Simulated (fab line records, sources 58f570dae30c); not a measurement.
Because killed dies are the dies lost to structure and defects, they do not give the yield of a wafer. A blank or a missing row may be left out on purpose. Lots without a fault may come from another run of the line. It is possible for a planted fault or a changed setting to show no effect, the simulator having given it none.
Which of the tools did it? -- flow berkeley-cmos170 -- 13 lots with 39 wafers sampled at 2 steps, on a route of 331 steps

== WHAT THE GAUGES READ, wafer by wafer ==
UCB170_V1_THK_MEAS_04. Usual: V1_POLISHED_THK typically reads 1000.3 nm, with standard deviation 1.4.
lot,measured,on,V1_POLISHED_THK (nm),flag
L471,day 8 02:30,film-metro-04,999.0 1000.2 997.8,
L472,day 8 21:58,film-metro-04,999.4 1000.8 1000.3,
L475,day 8 23:17,film-metro-04,1001.8 998.8 999.5,
L477,day 9 01:59,film-metro-04,1002.8 999.6 999.5,
L480,day 10 02:01,film-metro-04,998.8 1002.6 1002.0,
L484,day 10 19:18,film-metro-04,999.8 999.1 999.1,
L486,day 11 02:53,film-metro-04,1000.3 998.8 1000.3,
L487,day 11 15:20,film-metro-03,998.5 1000.1 1000.6,
L490,day 11 19:19,film-metro-01,999.7 1001.2 1001.7,
L492,day 12 07:28,film-metro-04,1000.0 998.3 1001.0,
L491,day 12 08:47,film-metro-01,999.1 1000.4 1000.8,
L493,day 12 08:47,film-metro-04,999.6 998.6 998.3,
L494,day 12 19:35,film-metro-04,1001.3 1000.3 999.7,

UCB170_V1_OVL_MEAS_13. Usual: V1_OVL typically reads 1 nm, with standard deviation 5.5.
lot,measured,on,V1_OVL (nm),flag
L471,day 8 04:22,overlay-01,4 -5 0,
L472,day 8 23:32,overlay-02,0 5 10,
L475,day 9 00:29,overlay-01,8 4 11,
L477,day 9 03:31,overlay-01,3 -5 -5,
L480,day 10 03:13,overlay-01,2 10 0,
L484,day 10 20:34,overlay-02,-2 0 -4,
L486,day 11 05:18,overlay-01,-5 -6 0,
L487,day 11 16:38,overlay-01,-4 1 -6,
L490,day 11 20:50,overlay-02,-1 0 -2,
L492,day 12 08:51,overlay-01,3 5 5,
L491,day 12 10:22,overlay-02,0 2 -4,
L493,day 12 10:05,overlay-01,4 -5 3,
L494,day 12 20:55,overlay-01,-5 5 -1,

== WHICH TOOL RAN EACH LOT (tool, then ch and the chambers of the sampled wafers, then the start) ==
Before these readings, the record contains no process step.

== AS READ BY THE TOOLS THEMSELVES (means over the sampled wafers that have a number; for cases with no such wafer, the mark the record gives instead) ==
The record holds no such reading with a usual standard deviation.

== THE ANSWER, worked out from the rows above alone ==
Rule: take the mean of a lot's wafers that have a number; if it is more than 3 standard deviations from the usual mean, the lot is off. A lot without any number at a reading at which 4 lots or more have one is off too. Any other lot the step has rows for is counted as sound. First the gauges in route order, then the tools' own readings, where a lot's mean is used as printed above. The first step at which some lot is off is used, and at that step the reading that is off furthest; a lot without a number counts as furthest.
No lot is off on any of the readings shown, so nothing can be concluded from this.

== WHAT THE SIMULATOR HAD INSERTED ==
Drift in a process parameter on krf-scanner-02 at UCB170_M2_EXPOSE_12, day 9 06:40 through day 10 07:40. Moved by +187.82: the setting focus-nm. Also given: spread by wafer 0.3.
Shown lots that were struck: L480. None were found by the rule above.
